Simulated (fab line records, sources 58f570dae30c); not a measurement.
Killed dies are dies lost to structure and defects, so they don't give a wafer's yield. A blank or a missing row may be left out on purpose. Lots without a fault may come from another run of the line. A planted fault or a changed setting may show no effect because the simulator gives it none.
Which tool did it? | flow berkeley_cmos170 | 14 lots, 42 wafers sampled, at 1 step of a route of 331

WHAT THE GAUGES READ, wafer by wafer
The record holds no reading of a measuring or inspecting step that can be judged against a usual standard deviation.

WHICH TOOL RAN EACH LOT (tool, then ch and the chambers of the sampled wafers, then the start)
lot  | UCB170_ZERO_PEB_04
L230 | litho_track-03 ch 0, day 2 08:13
L231 | litho_track-01 ch 0, day 2 12:59
L232 | litho_track-03 ch 0, day 2 13:10
L235 | litho_track-03 ch 0, day 3 04:17
L238 | litho_track-01, day 4 02:03
L239 | litho_track-03, day 4 03:56
L243 | litho_track-01 ch 0, day 4 23:50
L244 | litho_track-03 ch 0, day 5 04:49
L246 | litho_track-01 ch 0, day 5 22:38
L248 | litho_track-03 ch 0, day 5 23:00
L247 | litho_track-01 ch 0, day 5 23:00
L249 | litho_track-01 ch 0, day 6 12:08
L250 | litho_track-01 ch 0, day 6 12:25
L251 | litho_track-01 ch 0, day 6 16:35
- UCB170_ZERO_PEB_04

WHAT THE TOOLS THEMSELVES READ (means of the sampled wafers that have a number; where no wafer has one, the mark that the record gives instead)
UCB170_ZERO_PEB_04.
lot  | tool           | chill_plate_temp_C (C) | exhaust_pa (Pa)
L230 | litho_track-03 | 22.96                  | 44.7
L231 | litho_track-01 | 23.05                  | 45.0
L232 | litho_track-03 | 23.06                  | 45.6
L235 | litho_track-03 | 23.02                  | 44.5
L238 | litho_track-01 | -                      | -
L239 | litho_track-03 | -                      | -
L243 | litho_track-01 | 23.11                  | 45.3
L244 | litho_track-03 | 23.04                  | 44.3
L246 | litho_track-01 | 23.12                  | 45.0
L248 | litho_track-03 | 23.03                  | 45.5
L247 | litho_track-01 | 23.11                  | 45.9
L249 | litho_track-01 | 23.07                  | 44.5
L250 | litho_track-01 | 23.00                  | 44.6
L251 | litho_track-01 | 23.08                  | 44.7

THE ANSWER, worked out from the rows above alone
Rule: what is usual is taken from the lots themselves. Put in order of their means at a reading, lots are off if they are a third of the lots or fewer, leave a main group of 4 or more, and stand apart from it by a gap of 3 or more times the standard deviation of the main group's means; of several such gaps the widest counts. A main group whose means are all the same, to the digits that the tables above print for the reading, isn't used. A lot without any number at a reading at which 4 lots or more have one is off too. The other lots that the step has rows for count as sound. The gauges are gone through in route order, then the tools' own readings, and for those a lot's mean is taken as printed above. The first step at which some lot is off is used, and at that step the reading that is off furthest; a lot without a number counts as furthest.
Off: L238, L239, at UCB170_ZERO_PEB_04 (chill_plate_temp_C). Without a number there: L238, L239. The main group: mean 23.05 C, standard deviation 0.046.
A tool fits if, at that step or a process step before it, it ran every lot that is off, and no sound lot after the first of them. None of those tried fits.

WHAT THE SIMULATOR HAD PUT IN
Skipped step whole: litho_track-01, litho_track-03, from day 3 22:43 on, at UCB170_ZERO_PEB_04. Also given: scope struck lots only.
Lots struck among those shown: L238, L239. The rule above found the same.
